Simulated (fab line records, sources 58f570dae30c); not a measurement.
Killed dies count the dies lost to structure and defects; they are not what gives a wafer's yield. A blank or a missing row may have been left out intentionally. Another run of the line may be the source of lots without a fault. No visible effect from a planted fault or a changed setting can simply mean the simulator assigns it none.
Which of the tools did it? -- flow berkeley cmos170 -- 42 wafers from 14 lots sampled at 3 of the route's 331 steps

## WHAT EACH GAUGE READ, for each wafer
UCB170_PWELL_THK_MEAS_03. Usual: PWELL_OXIDE_THK 26.5 nm, standard deviation 0.44.
lot,measured,on,PWELL_OXIDE_THK (nm),flag
L949,day 2 14:34,film metro-02,27.2 26.7 26.7,
L950,day 2 23:28,film metro-01,26.3 26.6 26.3,
L951,day 3 05:31,film metro-01,27.1 27.3 26.9,
L953,day 3 15:41,film metro-01,25.9 25.9 26.0,
L955,day 3 22:08,film metro-01,26.4 26.6 26.8,
L954,day 3 22:11,film metro-01,26.5 26.1 26.1,
L959,day 4 16:23,film metro-01,26.3 26.4 26.7,
L964,day 5 14:25,film metro-02,26.2 26.4 26.3,
L962,day 5 14:28,film metro-02,26.9 26.5 26.8,
L965,day 5 22:53,film metro-01,25.6 25.5 25.8,
L968,day 6 16:32,film metro-02,26.6 27.3 26.9,
L970,day 7 00:24,film metro-02,26.5 26.4 26.5,
L971,day 7 01:46,film metro-02,26.7 26.8 26.7,
L972,day 7 06:40,film metro-01,26.6 26.3 26.5,

UCB170_SCREENOX_THK_MEAS_02. Usual: SCREENOX_OXIDE_THK 14.38 nm, standard deviation 0.24.
lot,measured,on,SCREENOX_OXIDE_THK (nm),flag
L949,day 4 23:19,film metro-02,14.66 14.38 14.19,
L950,day 5 08:11,film metro-03,14.54 14.57 14.46,
L951,day 5 20:20,film metro-02,14.26 14.54 14.41,
L953,day 6 01:39,film metro-04,14.20 13.99 13.85,
L955,day 6 01:39,film metro-02,14.25 14.39 14.45,
L954,day 6 01:38,film metro-03,14.29 14.05 13.95,
L959,day 7 01:28,film metro-03,14.35 14.35 14.50,
L964,day 8 01:06,film metro-02,14.46 14.34 14.20,
L962,day 8 01:05,film metro-04,14.51 14.44 14.42,
L965,day 8 11:45,film metro-03,14.51 14.71 14.67,
L968,day 9 08:00,film metro-02,14.54 14.59 14.62,
L970,day 9 14:02,film metro-04,14.07 13.99 13.97,
L971,day 9 19:43,film metro-04,14.28 14.26 14.02,
L972,day 9 19:41,film metro-02,14.74 14.59 14.66,

UCB170_PSD_OVL_MEAS_07. Usual: PSD_OVL 2 nm, standard deviation 6.5.
lot,measured,on,PSD_OVL (nm),flag
L949,day 5 23:47,overlay-01,6 3 5,
L950,day 6 15:06,overlay-02,9 5 2,
L951,day 7 03:37,overlay-01,13 12 10,
L953,day 7 03:46,overlay-02,-1 4 -5,
L955,day 7 02:38,overlay-02,3 1 10,
L954,day 7 05:26,overlay-01,-1 -2 5,
L959,day 8 04:09,overlay-01,3 6 1,
L964,day 9 06:53,overlay-01,-12 5 -9,
L962,day 9 06:59,overlay-02,-10 0 -8,
L965,day 9 18:05,overlay-01,3 -8 -5,
L968,day 10 17:26,overlay-01,6 1 2,
L970,day 10 17:41,overlay-02,7 1 5,
L971,day 11 01:37,overlay-02,-9 -7 -3,
L972,day 11 01:53,overlay-01,16 13 17,

## WHAT TOOL EACH LOT RAN ON (gives the tool, then ch and the chambers of the sampled wafers, and finally the start)
Record: no process step prior to these readings.

## WHAT THE TOOLS THEMSELVES READ (means of the sampled wafers that have a number; where no wafer has one, the mark that the record gives instead)
The record holds no such reading with a usual standard deviation.

## THE ANSWER, worked out from the rows above alone
Rule: lot off if the mean of its wafers having a number is beyond 3 standard deviations from the usual mean. A lot without any number at a reading at which 4 lots or more have one is off too. The other lots that the step has rows for count as sound. Order of review: gauges by route order, followed by the tools' own readings, for which a lot's mean as printed above is used. At the first step where some lot is off, the reading lying furthest off is the one used; lots without a number count as furthest.
Across all readings shown, no lot is off: no conclusion can be drawn from this.

## WHAT THE SIMULATOR HAD INSERTED
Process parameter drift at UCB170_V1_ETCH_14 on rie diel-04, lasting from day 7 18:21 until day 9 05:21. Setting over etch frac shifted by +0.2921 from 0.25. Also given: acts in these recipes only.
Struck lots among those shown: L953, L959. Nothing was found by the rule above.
